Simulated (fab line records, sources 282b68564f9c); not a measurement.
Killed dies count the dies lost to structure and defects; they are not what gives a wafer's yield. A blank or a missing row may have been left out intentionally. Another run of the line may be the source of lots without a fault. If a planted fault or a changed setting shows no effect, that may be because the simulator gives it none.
Which tool did it? :: flow rit-cmos :: 14 lots, 42 wafers sampled, at 1 step of a route of 202

## WHAT THE GAUGES READ, wafer by wafer
RIT_FOX1_THK_MEAS_01. Usual: FOX1_OXIDE_THK gives 345 nm (standard deviation 6.8).
lot: L263
measured: day 1 18:40
on: film-metro-02
FOX1_OXIDE_THK (nm): 361 357 363
flag: 

lot: L264
measured: day 1 23:05
on: film-metro-03
FOX1_OXIDE_THK (nm): 351 351 357
flag: 

lot: L266
measured: day 2 07:54
on: film-metro-01
FOX1_OXIDE_THK (nm): 349 352 350
flag: 

lot: L267
measured: day 2 14:11
on: film-metro-03
FOX1_OXIDE_THK (nm): 340 340 344
flag: 

lot: L268
measured: day 2 18:51
on: film-metro-03
FOX1_OXIDE_THK (nm): 351 353 358
flag: 

lot: L269
measured: day 3 00:07
on: film-metro-02
FOX1_OXIDE_THK (nm): 335 338 341
flag: 

lot: L270
measured: day 3 05:51
on: film-metro-03
FOX1_OXIDE_THK (nm): 348 345 337
flag: 

lot: L272
measured: day 3 13:49
on: film-metro-01
FOX1_OXIDE_THK (nm): 346 349 348
flag: 

lot: L273
measured: day 3 19:05
on: film-metro-03
FOX1_OXIDE_THK (nm): 344 346 347
flag: 

lot: L275
measured: day 4 04:57
on: film-metro-03
FOX1_OXIDE_THK (nm): 336 331 332
flag: 

lot: L283
measured: day 5 21:02
on: film-metro-01
FOX1_OXIDE_THK (nm): 351 342 352
flag: 

lot: L284
measured: day 6 01:58
on: film-metro-01
FOX1_OXIDE_THK (nm): 350 349 344
flag: 

lot: L285
measured: day 6 07:46
on: film-metro-02
FOX1_OXIDE_THK (nm): 343 346 336
flag: 

lot: L286
measured: day 6 14:25
on: film-metro-02
FOX1_OXIDE_THK (nm): 340 346 346
flag: 

## TOOL THAT RAN EACH LOT (tool first, then ch and the chambers of the sampled wafers, then the start)
No process step before these readings appears in the record.

## WHAT THE TOOLS THEMSELVES READ (means of the sampled wafers that have a number; where no wafer has one, the mark that the record gives instead)
The record holds no such reading with a usual standard deviation.

## THE ANSWER, worked out from the rows above alone
Rule: take the mean of a lot's wafers that have a number; if it is more than 3 standard deviations from the usual mean, the lot is off. A lot without any number at a reading at which 4 lots or more have one is off too. The other lots that the step has rows for count as sound. Order of review: gauges by route order, followed by the tools' own readings, for which a lot's mean as printed above is used. At the first step where some lot is off, the reading lying furthest off is the one used; lots without a number count as furthest.
None of the lots is off at any reading shown; this tells nothing.

## WHAT THE SIMULATOR HAD PUT IN
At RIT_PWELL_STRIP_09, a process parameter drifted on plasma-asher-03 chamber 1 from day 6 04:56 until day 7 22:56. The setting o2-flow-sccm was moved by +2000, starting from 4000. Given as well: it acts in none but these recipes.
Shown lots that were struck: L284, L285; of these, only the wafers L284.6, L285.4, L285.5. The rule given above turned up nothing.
